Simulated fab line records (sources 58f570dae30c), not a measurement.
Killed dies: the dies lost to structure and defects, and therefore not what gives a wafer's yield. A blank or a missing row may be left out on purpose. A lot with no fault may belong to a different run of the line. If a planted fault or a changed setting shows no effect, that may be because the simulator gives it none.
Which tool was responsible?    flow berkeley_cmos170    72 wafers from 24 lots sampled at 4 of the route's 331 steps

## WHAT THE GAUGES READ, wafer by wafer
UCB170_NWELL_OVL_MEAS_12.
lot   measured     on          NWELL_OVL (nm)
L074  day 2 11:36  overlay-01  0 -4 -2
L075  day 2 19:38  overlay-01  7 12 3
L076  day 2 19:47  overlay-02  -12 -1 -4
L077  day 3 05:24  overlay-01  -4 -7 -12
L078  day 3 09:25  overlay-01  -3 -1 3
L079  day 3 09:41  overlay-01  9 -4 2
L080  day 3 22:29  overlay-02  4 7 4
L081  day 4 03:52  overlay-02  -4 -11 -2
L082  day 4 04:01  overlay-02  -1 -3 -3
L083  day 4 04:14  overlay-01  12 6 15
L084  day 4 12:08  overlay-01  8 0 -3
L085  day 4 12:16  overlay-02  -1 3 8
L086  day 4 19:44  overlay-02  2 -5 7
L087  day 5 09:19  overlay-02  -10 3 -2
L088  day 5 09:35  overlay-02  -2 -8 -1
L089  day 5 20:07  overlay-02  6 6 7
L091  day 5 20:13  overlay-01  5 1 -2
L090  day 5 20:22  overlay-02  1 7 1
L092  day 6 07:05  overlay-01  -1 4 5
L093  day 6 07:35  overlay-01  2 -3 -1
L094  day 6 10:04  overlay-02  -10 1 -3
L095  day 6 10:11  overlay-02  8 1 10
L096  day 6 18:45  overlay-02  -4 8 5
L097  day 7 01:24  overlay-02  4 -5 -6

UCB170_FIELD_THK_MEAS_91.
lot   measured      on             FIELD_OXIDE_LEFT_2_THK (nm)
L074  day 6 13:29   film_metro-02  371 372 371
L075  day 6 13:51   film_metro-02  366 367 371
L076  day 6 18:47   film_metro-03  385 375 378
L077  day 6 18:41   film_metro-02  345 345 349
L078  day 7 06:34   film_metro-03  380 379 373
L079  day 7 06:34   film_metro-02  373 369 363
L080  day 7 09:13   film_metro-02  371 369 365
L081  day 7 10:12   film_metro-03  361 366 366
L082  day 7 09:50   film_metro-03  362 369 367
L083  day 7 09:55   film_metro-03  375 376 380
L084  day 7 22:16   film_metro-04  361 354 354
L085  day 7 21:55   film_metro-03  362 380 378
L086  day 7 21:59   film_metro-04  352 359 367
L087  day 8 21:42   film_metro-02  365 358 352
L088  day 8 19:55   film_metro-04  365 361 356
L089  day 8 21:37   film_metro-03  373 362 367
L091  day 8 19:55   film_metro-02  363 360 366
L090  day 8 21:58   film_metro-03  346 357 357
L092  day 9 13:31   film_metro-04  353 351 350
L093  day 9 18:25   film_metro-03  346 351 352
L094  day 9 18:03   film_metro-03  355 353 356
L095  day 9 18:10   film_metro-03  349 351 354
L096  day 10 02:49  film_metro-02  363 347 349
L097  day 10 12:13  film_metro-04  331 329 324

## TOOL THAT RAN EACH LOT (tool first, then ch and the chambers of the sampled wafers, then the start)
lot   UCB170_NWELL_STRIP_15                UCB170_PFIELD_STRIP_08
L074  plasma_asher-01 ch 0,1, day 2 11:53  plasma_asher-02 ch 0,1, day 4 16:11
L075  plasma_asher-04 ch 0,1, day 2 19:55  plasma_asher-04 ch 0,1, day 5 05:35
L076  plasma_asher-03 ch 0,1, day 2 20:04  plasma_asher-01 ch 1, day 5 05:52
L077  plasma_asher-04 ch 0,1, day 3 05:42  plasma_asher-01 ch 0,1, day 5 13:30
L078  plasma_asher-03 ch 0,1, day 3 09:41  plasma_asher-01 ch 1, day 6 00:41
L079  plasma_asher-01 ch 0,1, day 3 09:58  plasma_asher-02 ch 0,1, day 6 00:56
L080  plasma_asher-03 ch 0,1, day 3 22:46  plasma_asher-04 ch 0,1, day 6 07:04
L081  plasma_asher-01 ch 1, day 4 04:09    plasma_asher-01 ch 0,1, day 6 07:47
L082  plasma_asher-03 ch 0,1, day 4 04:19  plasma_asher-02 ch 0,1, day 6 06:22
L083  plasma_asher-04 ch 0,1, day 4 04:31  plasma_asher-01 ch 0,1, day 6 06:39
L084  plasma_asher-04 ch 0,1, day 4 12:25  plasma_asher-02 ch 0,1, day 6 19:43
L085  plasma_asher-03 ch 0,1, day 4 12:35  plasma_asher-02 ch 0,1, day 6 20:03
L086  plasma_asher-01 ch 0,1, day 4 20:01  plasma_asher-04 ch 0,1, day 6 19:52
L087  plasma_asher-03 ch 0,1, day 5 09:36  plasma_asher-02 ch 0,1, day 7 13:25
L088  plasma_asher-03 ch 0, day 5 09:53    plasma_asher-02 ch 0,1, day 7 13:09
L089  plasma_asher-03 ch 0,1, day 5 20:25  plasma_asher-02 ch 0,1, day 7 13:51
L091  plasma_asher-04 ch 0,1, day 5 20:31  plasma_asher-01 ch 0,1, day 7 13:32
L090  plasma_asher-01 ch 0,1, day 5 20:39  plasma_asher-01 ch 0,1, day 7 13:16
L092  plasma_asher-01 ch 0,1, day 6 07:23  plasma_asher-04 ch 0,1, day 8 02:39
L093  plasma_asher-04 ch 1, day 6 07:56    plasma_asher-01 ch 1, day 8 07:02
L094  plasma_asher-04 ch 0,1, day 6 10:22  plasma_asher-02 ch 0,1, day 8 07:26
L095  plasma_asher-01 ch 0,1, day 6 10:31  plasma_asher-04 ch 0,1, day 8 08:09
L096  plasma_asher-04 ch 1, day 6 19:02    plasma_asher-04 ch 0,1, day 8 16:53
L097  plasma_asher-03 ch 0,1, day 7 01:41  plasma_asher-02 ch 0,1, day 8 23:08
- UCB170_NWELL_STRIP_15: strips in O2.
- UCB170_PFIELD_STRIP_08: strips in O2.

## AS READ BY THE TOOLS THEMSELVES (means over the sampled wafers that have a number; for cases with no such wafer, the mark the record gives instead)
UCB170_NWELL_STRIP_15.
lot   tool             drypump_motor_current_A (A)  oes_product_au (a.u.)  strip_time_to_endpoint_s (s)
L074  plasma_asher-01  5.8                          0.716                  18.00
L075  plasma_asher-04  6.0                          0.722                  17.90
L076  plasma_asher-03  5.2                          0.718                  18.04
L077  plasma_asher-04  6.0                          0.719                  17.97
L078  plasma_asher-03  5.2                          0.720                  17.94
L079  plasma_asher-01  5.6                          0.720                  17.92
L080  plasma_asher-03  5.2                          0.719                  17.99
L081  plasma_asher-01  5.9                          0.721                  18.00
L082  plasma_asher-03  5.2                          0.718                  18.05
L083  plasma_asher-04  6.0                          0.718                  18.14
L084  plasma_asher-04  6.0                          0.723                  17.92
L085  plasma_asher-03  5.2                          0.718                  18.22
L086  plasma_asher-01  5.8                          0.724                  18.11
L087  plasma_asher-03  5.2                          0.720                  18.25
L088  plasma_asher-03  5.3                          0.718                  17.91
L089  plasma_asher-03  5.2                          0.726                  18.01
L091  plasma_asher-04  5.9                          0.722                  17.85
L090  plasma_asher-01  5.8                          0.727                  17.93
L092  plasma_asher-01  5.8                          0.722                  17.92
L093  plasma_asher-04  5.8                          0.722                  17.96
L094  plasma_asher-04  5.9                          0.725                  18.02
L095  plasma_asher-01  5.8                          0.721                  17.96
L096  plasma_asher-04  5.8                          0.723                  17.94
L097  plasma_asher-03  5.2                          0.718                  17.95

UCB170_PFIELD_STRIP_08.
lot   tool             drypump_motor_current_A (A)  oes_product_au (a.u.)  strip_time_to_endpoint_s (s)
L074  plasma_asher-02  5.2                          0.732                  21.68
L075  plasma_asher-04  5.8                          0.735                  21.73
L076  plasma_asher-01  5.9                          0.732                  21.64
L077  plasma_asher-01  5.6                          0.737                  21.75
L078  plasma_asher-01  5.9                          0.731                  21.54
L079  plasma_asher-02  5.2                          0.738                  21.64
L080  plasma_asher-04  5.9                          0.734                  21.63
L081  plasma_asher-01  5.8                          0.736                  21.56
L082  plasma_asher-02  5.2                          0.732                  21.60
L083  plasma_asher-01  5.8                          0.733                  21.61
L084  plasma_asher-02  5.2                          0.729                  21.61
L085  plasma_asher-02  5.5                          0.734                  21.61
L086  plasma_asher-04  5.9                          0.735                  21.57
L087  plasma_asher-02  5.2                          0.731                  21.71
L088  plasma_asher-02  5.5                          0.735                  21.63
L089  plasma_asher-02  5.6                          0.731                  21.57
L091  plasma_asher-01  5.8                          0.735                  21.68
L090  plasma_asher-01  5.8                          0.732                  21.60
L092  plasma_asher-04  6.0                          0.736                  21.56
L093  plasma_asher-01  6.0                          0.733                  21.63
L094  plasma_asher-02  5.6                          0.738                  21.61
L095  plasma_asher-04  5.9                          0.734                  21.68
L096  plasma_asher-04  6.0                          0.736                  21.55
L097  plasma_asher-02  5.5                          0.738                  21.54

## THE ANSWER, worked out from the rows above alone
Rule: the lots themselves supply what counts as usual. Put in order of their means at a reading, lots are off if they are a third of the lots or fewer, leave a main group of 4 or more, and stand apart from it by a gap of 3 or more times the standard deviation of the main group's means; of several such gaps the widest counts. A main group is skipped when, at the precision printed for the reading in the tables above, its means are all equal. A lot without any number at a reading at which 4 lots or more have one is off too. The other lots that the step has rows for count as sound. First the gauges in route order, then the tools' own readings, where a lot's mean is used as printed above. The first step at which some lot is off is used, and at that step the reading that is off furthest; a lot without a number counts as furthest.
No lot is off on any of the readings shown, so nothing can be concluded from this.

## WHAT WAS PUT IN BY THE SIMULATOR
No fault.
